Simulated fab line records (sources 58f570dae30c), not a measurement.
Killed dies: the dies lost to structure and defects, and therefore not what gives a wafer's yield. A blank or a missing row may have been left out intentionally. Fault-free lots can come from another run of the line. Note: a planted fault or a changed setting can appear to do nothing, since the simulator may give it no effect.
fab line records	flow berkeleyCmos170
record: lots: 14	wafers: 42	lastDay: 12
route steps=331 shown ZERO@13 ACTIVE@66 PFIELD@87 PLDD@152
lots that met no fault: from a run of the same line without faults
startH: hours from the record's opening day to when the first of the lot's shown wafers began	waitH: hours elapsed since this lot's preceding step	" as in the row above	L1.1+2: one row covering several wafers at once	- no value, or no start given	* or withheld: withheld	< > ~ a bound
route shown NAME@n: a module of which the file shows steps, and the number in the route of the first	usual: average and standard deviation across the fault-free wafers	same: alike in all rows	chamber/n: place in a boat	sites: the reading at each site	_std_site: how widely they spread, as a standard deviation	_edge_site: inner sites' mean taken away from outer sites' mean	radiusMm: how far each site lies from the wafer's centre	mask NAME#n: copy n	behind: the tool/chamber that last shaped the wafer	hold: the reason the lot was held/the length of the hold in hours/how it ended	device: which transistor (n, p or np) failed to switch	end of line: the tests these same wafers got at the end of their route	step lacking rows: just its recipe	killed: dies lost to structure and defects at the first sort, not the wafer's yield	map: a wafer's dies, x killed, . not, _ none there
set.NAME: the setting as run; set.NAME@STEP: as run at that earlier step	model.NAME: the simulator's own value behind a step, which no gauge read
route steps across a sampled set of lots; one table per step, one row per wafer
services: the hour from which a tool's chamber was out of use, counted from the record's first day as startH (under 0 if before that day), plus the number of hours and why
== steps ==
step: UCB170_ZERO_STRIP_07
recipe: chemistry: O2	powerW: 400	pressureMtorr: 3500	platenTempC: withheld	o2FlowSccm: 400	overashFraction: 0.5
usual: drypumpMotorCurrentA: 5.6/0.67	o2FlowSccm: 399.9/1.1	oesProductAu: 0.727/0.004	stripTimeToEndpointS: 21.49/0.072
lot.wafer	tool	chamber	startH	waitH	drypumpMotorCurrentA	o2FlowSccm	oesProductAu	rfHoursCounterH	stripTimeToEndpointS
L791.2	plasmaAsher-04	1	19.44	0.0	5.5	400.7	0.727	31	21.64
L791.3	"	1	"	"	5.4	399.4	0.727	-	21.57
L791.6	"	0	"	"	5.0	400.0	0.733	-	21.61
L792.2	plasmaAsher-04	1	22.82	0.0	5.4	400.6	0.724	31	21.64
L792.4	"	1	"	"	5.4	399.0	0.729	-	21.64
L792.6	"	0	"	"	5.0	401.4	0.738	-	21.59
L794.1	plasmaAsher-03	1	32.87	0.0	6.1	399.8	0.725	31	21.62
L794.4	"	0	"	"	6.2	399.0	0.722	-	21.60
L794.6	"	1	"	"	6.2	398.1	0.732	-	21.62
L795.1	plasmaAsher-03	1	38.26	0.0	6.2	399.0	0.725	31	21.44
L795.3	"	1	"	"	6.1	399.5	0.733	-	21.55
L795.6	"	0	"	"	6.2	400.9	0.725	-	21.53
L797.2	plasmaAsher-03	1	50.57	0.0	6.1	400.3	0.727	33	21.42
L797.4	"	1	"	"	6.1	399.2	0.726	-	21.46
L797.6	"	0	"	"	6.2	400.9	0.731	-	21.52
L799.2	plasmaAsher-02	1	59.20	0.0	4.7	400.5	0.726	34	21.35
L799.4	"	0	"	"	6.4	401.0	0.726	-	21.38
L799.6	"	1	"	"	4.7	399.5	0.724	-	21.45
L800.1	plasmaAsher-02	1	68.96	0.0	4.7	400.4	0.727	35	21.53
L800.4	"	0	"	"	6.4	399.8	0.726	-	21.55
L800.5	"	1	"	"	4.7	400.0	0.723	-	21.52
L802.2	plasmaAsher-03	0	72.87	0.0	6.2	398.7	0.728	35	21.56
L802.3	"	1	"	"	6.2	403.4	0.731	-	21.53
L802.5	"	0	"	"	6.2	398.5	0.721	-	21.52
L801.3	plasmaAsher-02	1	73.18	0.0	4.7	397.8	0.724	-	21.38
L801.5	"	0	"	"	6.5	400.2	0.729	-	21.39
L801.6	"	1	"	"	4.7	399.2	0.733	-	21.46
L805.1	plasmaAsher-04	1	91.07	0.0	5.5	400.3	0.723	39	21.45
L805.2	"	0	"	"	5.0	401.3	0.733	39	21.48
L805.4	"	1	"	"	5.5	401.3	0.730	-	21.49
L807.3	plasmaAsher-03	1	97.99	0.0	6.1	320.8	0.713	-	22.13
L807.5	"	1	"	"	6.1	319.8	0.715	-	22.17
L807.6	"	0	"	"	6.2	320.9	0.712	-	22.18
L811.1	plasmaAsher-03	0	119.45	0.0	6.2	320.1	0.706	0	22.38
L811.5	"	0	"	"	6.2	319.4	0.710	-	22.31
L811.6	"	1	"	"	6.1	319.9	0.709	-	22.33
L813.2	plasmaAsher-04	0	130.14	0.0	5.0	397.0	0.728	42	21.56
L813.3	"	0	"	"	5.0	398.9	0.727	-	21.52
L813.4	"	1	"	"	5.5	400.6	0.729	-	21.54
L814.1	plasmaAsher-04	1	135.14	0.0	5.5	401.8	0.731	43	21.47
L814.2	"	0	"	"	5.0	400.6	0.726	43	21.44
L814.5	"	0	"	"	5.0	399.4	0.725	-	21.48
step: UCB170_ACTIVE_THK_MEAS_06
recipe: reads: Si3N4_of_ACTIVE_CVD_05
usual: ACTIVE_NITRIDE_THK: 220.4/2.1
lot.wafer	tool	chamber	startH	waitH	ACTIVE_NITRIDE_THK[nm]
L791.2	filmMetro-01	-	76.02	0.0	221.8
L791.3	"	-	"	"	221.0
L791.6	"	-	"	"	221.6
L792.2	filmMetro-02	-	81.51	0.0	219.6
L792.4	"	-	"	"	217.1
L792.6	"	-	"	"	219.4
L794.1	filmMetro-01	-	96.20	0.0	215.7
L794.4	"	-	"	"	217.8
L794.6	"	-	"	"	217.0
L795.1	filmMetro-03	-	96.20	0.0	220.9
L795.3	"	-	"	"	220.4
L795.6	"	-	"	"	222.6
L797.2	filmMetro-01	-	116.78	0.0	220.7
L797.4	"	-	"	"	220.6
L797.6	"	-	"	"	220.0
L799.2	filmMetro-03	-	116.78	0.0	218.3
L799.4	"	-	"	"	218.2
L799.6	"	-	"	"	218.0
L800.1	filmMetro-03	-	123.16	0.0	218.1
L800.4	"	-	"	"	220.2
L800.5	"	-	"	"	219.8
L802.2	filmMetro-01	-	123.16	0.0	222.5
L802.3	"	-	"	"	222.7
L802.5	"	-	"	"	223.0
L801.3	filmMetro-03	-	133.56	0.0	221.1
L801.5	"	-	"	"	218.2
L801.6	"	-	"	"	219.7
L805.1	filmMetro-02	-	159.30	0.0	222.8
L805.2	"	-	"	"	221.8
L805.4	"	-	"	"	220.7
L807.3	filmMetro-01	-	159.32	0.0	222.7
L807.5	"	-	"	"	222.2
L807.6	"	-	"	"	220.8
L811.1	filmMetro-01	-	179.91	0.0	218.2
L811.5	"	-	"	"	215.5
L811.6	"	-	"	"	217.3
L813.2	filmMetro-01	-	188.61	0.0	225.5
L813.3	"	-	"	"	225.5
L813.4	"	-	"	"	224.5
L814.1	filmMetro-01	-	190.77	0.0	224.9
L814.2	"	-	"	"	222.1
L814.5	"	-	"	"	221.6
step: UCB170_PFIELD_STRIP_08
recipe: chemistry: O2	powerW: 400	pressureMtorr: 3500	platenTempC: withheld	o2FlowSccm: 400	overashFraction: 0.5
usual: drypumpMotorCurrentA: 5.6/0.69	o2FlowSccm: 400.0/1.2	oesProductAu: 0.734/0.0044	stripTimeToEndpointS: 21.62/0.078
lot.wafer	tool	chamber	startH	waitH	drypumpMotorCurrentA	o2FlowSccm	oesProductAu	rfHoursCounterH	stripTimeToEndpointS
L791.2	plasmaAsher-03	0	79.48	0.1	6.2	401.3	0.737	36	21.78
L791.3	"	0	"	"	6.2	399.8	0.732	-	21.68
L791.6	"	1	"	"	6.1	398.4	0.737	-	21.77
L792.2	plasmaAsher-04	0	85.53	0.1	5.0	400.3	0.731	38	21.67
L792.4	"	1	"	"	5.5	399.2	0.738	-	21.77
L792.6	"	1	"	"	5.4	402.0	0.733	-	21.65
L795.1	plasmaAsher-02	0	99.23	0.1	6.5	401.4	0.725	38	21.62
L795.3	"	0	"	"	6.5	398.4	0.736	-	21.59
L795.6	"	1	"	"	4.7	400.1	0.730	-	21.61
L794.1	plasmaAsher-02	1	99.50	0.1	4.7	401.1	0.740	38	21.53
L794.4	"	1	"	"	4.7	401.7	0.741	-	21.60
L794.6	"	0	"	"	6.5	399.4	0.731	-	21.53
L797.2	plasmaAsher-02	0	122.03	0.1	6.4	399.8	0.735	41	21.62
L797.4	"	0	"	"	6.4	399.0	0.726	-	21.63
L797.6	"	1	"	"	4.7	401.3	0.742	-	21.53
L799.2	plasmaAsher-02	1	122.13	0.1	4.7	398.5	0.732	41	21.65
L799.4	"	1	"	"	4.7	400.2	0.738	-	21.65
L799.6	"	0	"	"	6.4	399.1	0.737	-	21.62
L802.2	plasmaAsher-04	1	126.41	0.1	5.4	400.0	0.734	42	21.63
L802.3	"	0	"	"	5.0	399.5	0.735	-	21.57
L802.5	"	0	"	"	5.0	401.2	0.746	-	21.66
L800.1	plasmaAsher-04	1	127.07	0.1	5.4	400.8	0.741	42	21.60
L800.4	"	1	"	"	5.5	401.2	0.733	-	21.58
L800.5	"	0	"	"	5.0	397.9	0.733	-	21.60
L801.3	plasmaAsher-03	0	138.33	0.1	6.2	401.1	0.732	-	21.55
L801.5	"	0	"	"	6.2	400.2	0.735	-	21.57
L801.6	"	1	"	"	6.1	397.2	0.736	-	21.50
L805.1	plasmaAsher-04	0	163.34	0.1	5.0	400.6	0.728	45	21.79
L805.2	"	1	"	"	5.4	401.4	0.731	45	21.81
L805.4	"	0	"	"	5.0	400.8	0.729	-	21.70
L807.3	plasmaAsher-02	0	163.62	0.1	6.5	399.4	0.739	-	21.75
L807.5	"	1	"	"	4.8	400.6	0.729	-	21.77
L807.6	"	0	"	"	6.5	398.0	0.732	-	21.72
L811.1	plasmaAsher-04	1	183.78	0.1	5.4	400.1	0.734	47	21.71
L811.5	"	0	"	"	5.0	399.3	0.730	-	21.61
L811.6	"	1	"	"	5.5	400.8	0.738	-	21.65
L813.2	plasmaAsher-02	0	194.36	0.1	6.4	398.5	0.737	48	21.51
L813.3	"	0	"	"	6.4	399.5	0.733	-	21.44
L813.4	"	1	"	"	4.7	398.2	0.729	-	21.47
L814.1	plasmaAsher-03	1	194.91	0.1	6.1	401.0	0.739	9	21.59
L814.2	"	0	"	"	6.2	401.5	0.729	9	21.59
L814.5	"	0	"	"	6.2	400.0	0.729	-	21.61
step: UCB170_PLDD_OVL_MEAS_07
usual: PLDD_OVL: 0/5.8
lot.wafer	tool	chamber	startH	waitH	PLDD_OVL[nm]
L791.2	overlay-02	-	121.42	0.1	1
L791.3	"	-	"	"	0
L791.6	"	-	"	"	3
L792.2	overlay-02	-	129.86	0.1	3
L792.4	"	-	"	"	2
L792.6	"	-	"	"	1
L795.1	overlay-02	-	139.58	0.1	-8
L795.3	"	-	"	"	-6
L795.6	"	-	"	"	3
L794.1	overlay-02	-	140.20	0.1	-1
L794.4	"	-	"	"	2
L794.6	"	-	"	"	0
L802.2	overlay-01	-	170.46	0.1	-1
L802.3	"	-	"	"	-6
L802.5	"	-	"	"	-4
L797.2	overlay-01	-	170.95	0.1	-6
L797.4	"	-	"	"	-12
L797.6	"	-	"	"	-10
L800.1	overlay-01	-	171.22	0.1	8
L800.4	"	-	"	"	-5
L800.5	"	-	"	"	1
L799.2	overlay-01	-	171.64	0.1	9
L799.4	"	-	"	"	10
L799.6	"	-	"	"	11
L801.3	overlay-02	-	187.60	0.1	-1
L801.5	"	-	"	"	-4
L801.6	"	-	"	"	-9
L805.1	overlay-01	-	214.58	0.1	7
L805.2	"	-	"	"	-2
L805.4	"	-	"	"	0
L807.3	overlay-01	-	215.07	0.1	1
L807.5	"	-	"	"	-4
L807.6	"	-	"	"	8
L811.1	overlay-02	-	231.17	0.1	1
L811.5	"	-	"	"	4
L811.6	"	-	"	"	-5
L814.1	overlay-02	-	240.57	0.1	-8
L814.2	"	-	"	"	5
L814.5	"	-	"	"	4
L813.2	overlay-02	-	241.12	0.1	-9
L813.3	"	-	"	"	3
L813.4	"	-	"	"	-6
== services ==
tool	chamber	startH	hours	kind
plasmaAsher-03	-	10.38	3.3	repair
plasmaAsher-02	-	16.44	1.4	repair
plasmaAsher-02	-	38.14	0.6	repair
plasmaAsher-03	-	53.98	3.3	repair
plasmaAsher-02	-	87.94	1.9	repair
plasmaAsher-04	-	94.13	15.8	repair
plasmaAsher-03	-	108.75	9.0	pm
plasmaAsher-03	0	108.75	9.0	ventCycle
plasmaAsher-03	1	108.75	9.0	ventCycle
plasmaAsher-03	0	117.75	-	clean
plasmaAsher-03	1	117.75	-	clean
plasmaAsher-02	-	125.29	10.7	pm
plasmaAsher-04	-	136.16	13.9	pm
== key ==
firstSign: step: UCB170_ZERO_STRIP_07	reading: o2FlowSccm	direction: down	sigmas: 71	usual: 399.9	struck: 320.1
effect: step: UCB170_ZERO_STRIP_07	reading: stripTimeToEndpointS	direction: up	sigmas: 11	usual: *	struck: *
metAt UCB170_ZERO_STRIP_07
struckLots L807,L811
testerLeftOut L807,L811
notActingAt UCB170_ACTIVE_THK_MEAS_06,UCB170_PFIELD_STRIP_08,UCB170_PLDD_OVL_MEAS_07
onsetBetween 72.87 97.99
fault: kind: processParameterDrift	tool: plasmaAsher-03	chamber: -	onsetH: 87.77	steps: UCB170_ZERO_STRIP_07	channel: o2FlowSccm	offset: -80	shape: step	endH: 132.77	actsIn: theseRecipesOnly	stated: 400
testerLeftOut: of these lots the tester's yield and bins aren't shown, on N5 and GAA mostly nor the transistor test; their killed dies are dies lost to structure and defects alone, not to doping, threshold or leakage, so they don't give the yield
